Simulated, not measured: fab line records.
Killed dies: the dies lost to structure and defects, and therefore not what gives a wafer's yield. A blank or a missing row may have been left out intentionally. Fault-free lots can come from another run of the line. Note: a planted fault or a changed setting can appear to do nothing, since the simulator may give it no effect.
Split-lot trial ; flow ritCmos ; 23 wafers read from 5 lots, route of 202 steps

== SPLIT DETAILS ==
At RIT_PWELL_COAT_01 (resist thk 1300 nm), the setting spinRpm was moved away from the recipe's 2000 rpm on 6 of the 23 wafers read, by -3.9% to +2.0%. This setting was run at the recipe's value on the other wafers.

== FROM THE SPLIT TO THE READING: what the file shows between them, 3 steps ==
- RIT_PWELL_SOFTBAKE_02: time 60 s
- RIT_PWELL_EXPOSE_03: exposes mask M3, target cd 43700 nm
- RIT_PWELL_DEVELOP_05: develop time 68 s

== THE READING ==
NOVOLAK_of_PWELL_COAT_01.thkNm (the simulator's own value, which no gauge read), in nm, at RIT_PWELL_HARDBAKE_07 (time 120 s). The file gives no usual value for it. Here, 17 wafers ran the recipe; their average is 1137 nm with a standard deviation of 2.9 nm.

wafer;tool, chamber at the split;spinRpm as run, rpm;against the recipe;NOVOLAK_of_PWELL_COAT_01.thkNm, nm;against lot-mates on the recipe
L077.1;lithoTrack-02, 0;2000;recipe;1135;-
L077.3;lithoTrack-02, 0;1922;-3.9%;1157;+21
L077.4;lithoTrack-02, 0;2000;recipe;1137;-
L077.5;lithoTrack-02, 0;1922;-3.9%;1159;+23
L077.6;lithoTrack-02, 0;1922;-3.9%;1156;+20
L080.1;lithoTrack-03, 0;2041;+2.0%;1130;-8
L080.2;lithoTrack-03, 0;2000;recipe;1135;-
L080.4;lithoTrack-03, 0;2041;+2.0%;1127;-10
L080.6;lithoTrack-03, 0;2041;+2.0%;1127;-10
L080.5;lithoTrack-03, 0;2000;recipe;1140;-
L082.1;lithoTrack-02, 0;2000;recipe;1141;-
L082.3;lithoTrack-02, 0;2000;recipe;1140;-
L082.6;lithoTrack-02, 0;2000;recipe;1139;-
L084.1;lithoTrack-03, 0;2000;recipe;1134;-
L084.4;lithoTrack-03, 0;2000;recipe;1134;-
L084.2;lithoTrack-03, 0;2000;recipe;1132;-
L084.3;lithoTrack-03, 0;2000;recipe;1133;-
L084.6;lithoTrack-03, 0;2000;recipe;1133;-
L085.1;lithoTrack-02, 0;2000;recipe;1140;-
L085.6;lithoTrack-02, 0;2000;recipe;1140;-
L085.3;lithoTrack-02, 0;2000;recipe;1138;-
L085.4;lithoTrack-02, 0;2000;recipe;1139;-
L085.5;lithoTrack-02, 0;2000;recipe;1136;-

THE FIT
A straight line over all 23 wafers: NOVOLAK_of_PWELL_COAT_01.thkNm changes by -5.02 nm for each +1% of spinRpm; r = -0.95; the points scatter about the line by 2.8 nm.
The same after taking each lot's own level away (the mean of its wafers on the recipe; 23 wafers): -5.26 nm for each +1%; r = -0.99; scatter 1.5 nm.
On that fit, the largest move of spinRpm shifts the reading by 21 nm.
Measured against the standard deviation above, the lots' own levels, which go from 1133.2 to 1140.0 nm, span 2.3 times it.
The two slopes agree, so the slope changes little with the lot-to-lot level.
Check: with one of the wafers moved furthest among these (-3.9%) left out of the fit, the line predicts +20.7 nm for it against its lot-mates. Against them it came out at +21 nm.

== THE OTHER SPLITS THESE WAFERS WENT THROUGH ==
Note: prior to the reading, these wafers also went through further splits. Each is held against what the fit with the lots' levels taken away leaves over:
other split on the same wafers;wafers away from the commonest value;r with NOVOLAK_of_PWELL_COAT_01.thkNm (lot level and that fit taken away)
RIT_ACTIVE_OXIDATION_01 oxTimeS;18;-0.02
RIT_ACTIVE_CVD_03 nh3FlowSccm;15;-0.05
RIT_FOX1_OXIDATION_00 oxTimeS;15;-0.19
RIT_NWELL_COAT_01 spinRpm;4;-0.23
RIT_NWELL_IMPLANT_08 doseCm2;4;+0.29

== THE WHOLE CHAIN: every reading that the file lists as answering this split, in the file's order ==
step;what it does;reading;change (the file's fit);r (the file's)
RIT_PWELL_COAT_01;resist thk 1300 nm;NOVOLAK_of_PWELL_COAT_01.thkNm (the simulator's own value, which no gauge read);-6.17 nm for each +1% of the setting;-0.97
RIT_PWELL_HARDBAKE_07;time 120 s;NOVOLAK_of_PWELL_COAT_01.thkNm (the simulator's own value, which no gauge read);-5.31 nm for each +1% of the setting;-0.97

== THE FILE'S OWN FIT ==
NOVOLAK_of_PWELL_COAT_01.thkNm changes by -5.31 nm for each +1% of spinRpm, r = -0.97.
